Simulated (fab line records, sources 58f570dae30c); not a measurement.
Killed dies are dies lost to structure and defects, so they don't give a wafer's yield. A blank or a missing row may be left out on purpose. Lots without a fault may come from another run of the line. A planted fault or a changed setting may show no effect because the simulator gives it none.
fab line records | flow berkeley_cmos170
record lots=13 wafers=39 last_day=11
route steps=331 shown PFIELD@86 SACOX@99 NLDD@168 BACKSIDE@202
lots that met no fault: from a run of the same line without faults
start_h: hours from the record's first day to the start of the lot's first wafer shown | wait_h: hours since the lot's step before | " the same as in the row above | L1.1+2: a row that stands for several wafers | - no value, or no start given | * or withheld: withheld | < > ~ a bound
route shown NAME@n: a module of which the file shows steps, and the number in the route of the first | usual: mean/standard deviation of fault-free wafers | same: alike in all rows | chamber/n: place in a boat | sites: the reading at each site | _std_site: their standard deviation | _edge_site: outer sites' mean less inner sites' | radius_mm: how far each site lies from the wafer's centre | mask NAME#n: copy n | behind: the tool/chamber that last shaped the wafer | hold: why the lot was held/for how many hours/how that ended | device: the transistor (n, p or np) that didn't switch | end of line: the same wafers' tests at the end of the route | a step without rows: its recipe alone | killed: dies lost to structure and defects at the first sort, not the wafer's yield | map: a wafer's dies, x killed, . not, _ none there
set.NAME: the setting as run; set.NAME@STEP: as run at that earlier step | model.NAME: the simulator's own value behind a step, which no gauge read
steps of the route over a sample of lots; a table a step, a row a wafer
services: from which hour (start_h, from the record's first day; less than 0 if before it) a tool's chamber was out of use, for how many hours, and why
## steps
# step UCB170_PFIELD_IMPLANT_07
# recipe species=B dose_cm2=2e+13 energy_kev=80 tilt_deg=7
# usual dose_ions_cm2=2.0001e+13/2.2e+10 end_station_pressure_torr=5.02e-06/2.8e-07 faraday_current_uA=63.6/1.4 tilt_deg=7.001/0.019
# columns lot.wafer tool chamber start_h wait_h dose_ions_cm2 end_station_pressure_torr faraday_current_uA tilt_deg
L189.1 implanter-02 0 80.59 0.0 2.0014e+13 5.15e-06 64.0 7.029
L189.2 " 0 " " 2.0044e+13 4.86e-06 61.8 7.010
L189.4 " 0 " " 2.0009e+13 5.27e-06 62.8 7.003
L188.2 implanter-03 0 80.86 0.0 1.9995e+13 5.23e-06 64.4 6.977
L188.3 " 0 " " 2.0019e+13 5.07e-06 63.6 6.978
L188.4 " 0 " " 2e+13 4.76e-06 62.0 6.935
L190.2 implanter-03 0 92.93 0.0 2.0032e+13 5.3e-06 65.1 7.016
L190.5 " 0 " " 1.9987e+13 5.1e-06 63.6 7.028
L190.6 " 0 " " 2.0018e+13 5e-06 64.8 7.024
L191.2 implanter-03 0 98.37 0.0 1.9981e+13 4.69e-06 64.2 7.015
L191.3 " 0 " " 2.0034e+13 4.91e-06 60.4 7.003
L191.4 " 0 " " 2e+13 4.86e-06 66.3 7.020
L193.3 implanter-03 0 109.23 0.1 2.0021e+13 4.97e-06 60.9 7.016
L193.5 " 0 " " 2.002e+13 4.68e-06 64.3 6.998
L193.6 " 0 " " 2.0006e+13 4.99e-06 64.3 7.008
L192.1 implanter-04 0 109.45 0.0 1.9999e+13 4.35e-06 64.2 6.969
L192.3 " 0 " " 2.0005e+13 5.05e-06 62.2 6.986
L192.6 " 0 " " 1.9969e+13 4.74e-06 63.2 6.975
L195.1 implanter-03 0 117.51 0.0 2.0007e+13 4.65e-06 65.0 6.999
L195.3 " 0 " " 2.001e+13 4.92e-06 60.9 6.993
L195.4 " 0 " " 2.0019e+13 5.18e-06 67.0 6.993
L194.3 implanter-03 0 118.11 0.1 1.9974e+13 5.14e-06 64.9 7.003
L194.5 " 0 " " 1.9976e+13 5.08e-06 61.2 7.019
L194.6 " 0 " " 1.9988e+13 4.95e-06 64.5 7.026
L196.2 implanter-02 0 127.33 0.0 2.0018e+13 5.4e-06 64.4 7.034
L196.5 " 0 " " 2.003e+13 4.65e-06 61.2 7.008
L196.6 " 0 " " 2.0003e+13 4.81e-06 62.4 7.024
L197.1 implanter-03 0 127.47 0.0 2.0028e+13 4.7e-06 64.0 7.016
L197.3 " 0 " " 1.9983e+13 4.93e-06 64.8 7.000
L197.4 " 0 " " 1.9998e+13 4.72e-06 61.7 6.987
L198.1 implanter-02 0 132.47 0.0 2.0028e+13 5.14e-06 60.1 6.977
L198.3 " 0 " " 1.9982e+13 5e-06 65.7 6.995
L198.4 " 0 " " 2.0023e+13 5.05e-06 65.4 7.011
L203.1 implanter-04 0 154.58 0.0 1.5211e+13 4.42e-06 47.9 7.005
L203.2 " 0 " " 1.5201e+13 5.23e-06 47.4 7.010
L203.5 " 0 " " 1.5212e+13 5.73e-06 48.9 6.992
L207.3 implanter-04 0 177.04 0.1 1.5198e+13 5.12e-06 50.1 7.012
L207.5 " 0 " " 1.5194e+13 5.29e-06 48.7 7.001
L207.6 " 0 " " 1.5224e+13 4.37e-06 47.3 7.002
# step UCB170_PFIELD_TW_MEAS_09
# usual PFIELD_TW=604/7.9
# columns lot.wafer tool chamber start_h wait_h PFIELD_TW
L189.1 film_metro-04 - 80.84 0.1 599
L189.2 " - " " 598
L189.4 " - " " 599
L188.2 film_metro-03 - 81.09 0.1 613
L188.3 " - " " 612
L188.4 " - " " 612
L190.2 film_metro-03 - 93.17 0.1 613
L190.5 " - " " 614
L190.6 " - " " 614
L191.2 film_metro-03 - 98.61 0.1 614
L191.3 " - " " 614
L191.4 " - " " 617
L193.3 film_metro-04 - 109.45 0.1 601
L193.5 " - " " 598
L193.6 " - " " 601
L192.1 film_metro-03 - 109.70 0.1 614
L192.3 " - " " 615
L192.6 " - " " 618
L195.1 film_metro-03 - 117.76 0.1 615
L195.3 " - " " 616
L195.4 " - " " 614
L194.3 film_metro-01 - 118.33 0.1 596
L194.5 " - " " 599
L194.6 " - " " 599
L196.2 film_metro-03 - 127.56 0.1 618
L196.5 " - " " 614
L196.6 " - " " 615
L197.1 film_metro-01 - 127.72 0.1 594
L197.3 " - " " 594
L197.4 " - " " 595
L198.1 film_metro-01 - 132.72 0.1 595
L198.3 " - " " 597
L198.4 " - " " 596
L203.1 film_metro-04 - 154.83 0.1 552
L203.2 " - " " 547
L203.5 " - " " 547
L207.3 film_metro-04 - 177.26 0.1 548
L207.5 " - " " 551
L207.6 " - " " 554
# step UCB170_SACOX_THK_MEAS_02
# recipe reads=SiO2_of_SACOX_OXIDATION_01
# usual SACOX_OXIDE_THK=14.19/0.28
# columns lot.wafer tool chamber start_h wait_h SACOX_OXIDE_THK[nm]
L189.1 film_metro-03 - 99.79 0.0 13.74
L189.2 " - " " 13.92
L189.4 " - " " 13.72
L188.2 film_metro-02 - 99.80 0.0 14.45
L188.3 " - " " 14.30
L188.4 " - " " 14.69
L190.2 film_metro-01 - 113.83 0.0 14.17
L190.5 " - " " 14.27
L190.6 " - " " 14.36
L191.2 film_metro-03 - 116.75 0.0 14.25
L191.3 " - " " 14.14
L191.4 " - " " 14.25
L192.1 film_metro-02 - 127.08 0.0 14.21
L192.3 " - " " 14.07
L192.6 " - " " 14.01
L193.3 film_metro-01 - 127.10 0.0 14.41
L193.5 " - " " 14.44
L193.6 " - " " 14.71
L195.1 film_metro-03 - 136.47 0.0 13.86
L195.3 " - " " 13.80
L195.4 " - " " 13.89
L194.3 film_metro-02 - 136.49 0.0 14.06
L194.5 " - " " 13.82
L194.6 " - " " 13.86
L196.2 film_metro-01 - 146.64 0.0 14.37
L196.5 " - " " 14.12
L196.6 " - " " 14.40
L197.1 film_metro-01 - 146.69 0.1 14.31
L197.3 " - " " 14.40
L197.4 " - " " 14.18
L198.1 film_metro-03 - 151.15 0.0 14.58
L198.3 " - " " 14.52
L198.4 " - " " 14.35
L203.1 film_metro-01 - 172.20 0.0 13.81
L203.2 " - " " 13.64
L203.5 " - " " 13.83
L207.3 film_metro-03 - 194.17 0.0 14.44
L207.5 " - " " 14.85
L207.6 " - " " 14.52
# step UCB170_NLDD_STRIP_10
# recipe chemistry=O2 power_w=400 pressure_mtorr=3500 platen_temp_c=withheld o2_flow_sccm=400 overash_fraction=0.5
# usual chamber_pressure_mTorr=3499/3.1 drypump_motor_current_A=5.92/0.29 oes_product_au=0.734/0.0044 strip_time_to_endpoint_s=21.64/0.063
# columns lot.wafer tool chamber start_h wait_h chamber_pressure_mTorr drypump_motor_current_A oes_product_au rf_hours_counter_h strip_time_to_endpoint_s
L188.2 plasma_asher-04 1 131.06 0.1 3498 6.33 0.738 42 21.61
L188.3 " 0 " " 3501 5.67 0.737 - 21.59
L188.4 " 1 " " 3506 6.34 0.733 - 21.58
L189.1 plasma_asher-03 0 131.30 0.1 3503 5.66 0.729 42 21.66
L189.2 " 1 " " 3501 6.06 0.732 42 21.71
L189.4 " 0 " " 3494 5.63 0.732 - 21.61
L190.2 plasma_asher-03 0 145.73 0.1 3495 5.61 0.728 43 21.70
L190.5 " 1 " " 3500 6.06 0.740 - 21.63
L190.6 " 0 " " 3501 5.63 0.741 - 21.54
L191.2 plasma_asher-04 0 150.61 0.1 3507 5.68 0.734 44 21.70
L191.3 " 1 " " 3502 6.35 0.739 - 21.62
L191.4 " 0 " " 3502 5.67 0.730 - 21.63
L192.1 plasma_asher-04 1 155.83 0.1 3495 6.34 0.732 45 21.58
L192.3 " 0 " " 3498 5.70 0.741 - 21.60
L192.6 " 0 " " 3503 5.66 0.730 - 21.65
L193.3 plasma_asher-03 1 155.89 0.1 3499 6.08 0.739 - 21.74
L193.5 " 1 " " 3503 6.07 0.741 - 21.80
L193.6 " 0 " " 3501 5.65 0.730 - 21.79
L194.3 plasma_asher-01 0 164.48 0.1 3503 5.68 0.732 - 21.55
L194.5 " 0 " " 3498 5.67 0.734 - 21.58
L194.6 " 1 " " 3494 6.12 0.734 - 21.61
L195.1 plasma_asher-03 1 164.74 0.1 3502 6.08 0.730 45 21.61
L195.3 " 1 " " 3497 6.07 0.733 - 21.62
L195.4 " 0 " " 3503 5.63 0.730 - 21.64
L196.2 plasma_asher-01 1 170.36 0.1 3497 6.18 0.726 42 21.59
L196.5 " 0 " " 3494 5.67 0.734 - 21.65
L196.6 " 1 " " 3497 6.15 0.733 - 21.58
L197.1 plasma_asher-03 0 171.06 0.1 3501 5.62 0.730 46 21.58
L197.3 " 0 " " 3498 5.64 0.736 - 21.61
L197.4 " 1 " " 3492 6.05 0.740 - 21.61
L198.1 plasma_asher-04 1 184.05 0.1 3504 6.36 0.734 48 21.63
L198.3 " 1 " " 3501 6.38 0.735 - 21.56
L198.4 " 0 " " 3499 5.71 0.736 - 21.54
L203.1 plasma_asher-03 1 199.12 0.1 3499 6.04 0.725 49 21.61
L203.2 " 0 " " 3504 5.64 0.730 49 21.66
L203.5 " 0 " " 3498 5.61 0.735 - 21.63
L207.3 plasma_asher-01 1 220.13 0.1 3498 6.16 0.728 - 21.77
L207.5 " 1 " " 3495 6.17 0.739 - 21.77
L207.6 " 0 " " 3503 5.67 0.739 - 21.78
# step UCB170_BACKSIDE_STRIP_03
# recipe chemistry=O2 power_w=400 pressure_mtorr=3500 platen_temp_c=withheld o2_flow_sccm=400 overash_fraction=0.5
# usual chamber_pressure_mTorr=3499/3.2 drypump_motor_current_A=5.98/0.29 oes_product_au=0.734/0.0046 strip_time_to_endpoint_s=21.98/0.071
# columns lot.wafer tool chamber start_h wait_h chamber_pressure_mTorr drypump_motor_current_A oes_product_au rf_hours_counter_h strip_time_to_endpoint_s
L189.1 plasma_asher-04 0 144.45 0.1 3499 5.65 0.732 43 21.90
L189.2 " 1 " " 3498 6.34 0.734 43 22.00
L189.4 " 1 " " 3497 6.32 0.742 - 21.98
L188.2 plasma_asher-01 1 144.72 0.1 3501 6.17 0.736 38 21.87
L188.3 " 1 " " 3500 6.16 0.730 - 22.00
L188.4 " 0 " " 3500 5.65 0.732 - 21.96
L190.2 plasma_asher-04 1 153.77 0.1 3497 6.36 0.740 45 21.99
L190.5 " 0 " " 3501 5.71 0.739 - 22.08
L190.6 " 1 " " 3501 6.32 0.732 - 22.00
L191.2 plasma_asher-02 0 157.85 0.1 3501 5.78 0.728 5 21.81
L191.3 " 1 " " 3499 6.19 0.735 - 21.92
L191.4 " 0 " " 3498 5.78 0.736 - 21.81
L192.1 plasma_asher-04 1 164.72 0.1 3495 6.33 0.738 46 21.83
L192.3 " 0 " " 3501 5.68 0.733 - 21.87
L192.6 " 0 " " 3499 5.69 0.736 - 21.88
L193.3 plasma_asher-02 1 165.14 0.1 3500 6.25 0.730 - 21.95
L193.5 " 1 " " 3497 6.23 0.734 - 21.94
L193.6 " 0 " " 3501 5.73 0.732 - 21.91
L194.3 plasma_asher-02 0 173.75 0.1 3496 5.78 0.737 - 22.09
L194.5 " 1 " " 3499 6.25 0.731 - 22.05
L194.6 " 0 " " 3502 5.74 0.737 - 22.06
L195.1 plasma_asher-01 1 174.00 0.1 3491 6.18 0.738 42 22.01
L195.3 " 0 " " 3504 5.67 0.724 - 21.99
L195.4 " 1 " " 3500 6.17 0.733 - 21.99
L197.1 plasma_asher-04 1 180.50 0.1 3498 6.34 0.734 47 21.97
L197.3 " 0 " " 3495 5.68 0.740 - 22.02
L197.4 " 1 " " 3498 6.35 0.740 - 21.95
L196.2 plasma_asher-02 1 181.09 0.1 3503 6.24 0.737 7 21.85
L196.5 " 0 " " 3504 5.76 0.732 - 21.84
L196.6 " 1 " " 3498 6.24 0.738 - 21.84
L198.1 plasma_asher-01 0 195.70 0.1 3497 5.66 0.732 45 22.08
L198.3 " 0 " " 3497 5.66 0.740 - 22.06
L198.4 " 1 " " 3498 6.15 0.736 - 22.02
L203.1 plasma_asher-04 1 207.72 0.1 3497 6.33 0.730 50 21.99
L203.2 " 0 " " 3498 5.71 0.731 50 22.03
L203.5 " 0 " " 3502 5.69 0.731 - 21.95
L207.3 plasma_asher-01 1 228.28 0.1 3498 6.17 0.732 - 21.91
L207.5 " 1 " " 3504 6.17 0.724 - 21.92
L207.6 " 0 " " 3503 5.66 0.736 - 22.01
## services
# columns tool chamber start_h hours kind
implanter-04 - 57.12 35.3 pm
implanter-02 - 87.55 3.2 pm
implanter-04 - 92.44 5.0 pm
plasma_asher-02 - 108.85 9.0 pm
plasma_asher-02 0 108.85 9.0 vent_cycle
plasma_asher-02 1 108.85 9.0 vent_cycle
plasma_asher-02 - 117.85 2.8 pm
plasma_asher-02 0 117.85 - clean
plasma_asher-02 1 117.85 - clean
plasma_asher-03 - 120.55 2.8 pm
implanter-03 - 180.00 2.7 repair
implanter-04 - 220.82 2.1 repair
## key
first_sign step=UCB170_PFIELD_IMPLANT_07 reading=dose_ions_cm2 direction=down sigmas=99+ usual=2.0001e+13 struck=1.5207e+13
effect step=UCB170_PFIELD_IMPLANT_07 reading=faraday_current_uA direction=down sigmas=11 usual=63.6 struck=48.4
effect step=UCB170_PFIELD_TW_MEAS_09 reading=PFIELD_TW direction=down sigmas=6.9 usual=604 struck=550
met_at UCB170_PFIELD_IMPLANT_07
struck_lots L203,L207
tester_left_out L203,L207
not_acting_at UCB170_SACOX_THK_MEAS_02,UCB170_NLDD_STRIP_10,UCB170_BACKSIDE_STRIP_03
onset_between 109.45 154.58
fault kind=process_parameter_drift tool=implanter-04 chamber=- onset_h=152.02 steps=UCB170_PFIELD_IMPLANT_07 channel=dose_cm2 offset=-4.8e+12 shape=step end_h=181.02 acts_in=these_recipes_only stated=2e+13
# tester_left_out: of these lots the tester's yield and bins aren't shown, on N5 and GAA mostly nor the transistor test; their killed dies are dies lost to structure and defects alone, not to doping, threshold or leakage, so they don't give the yield
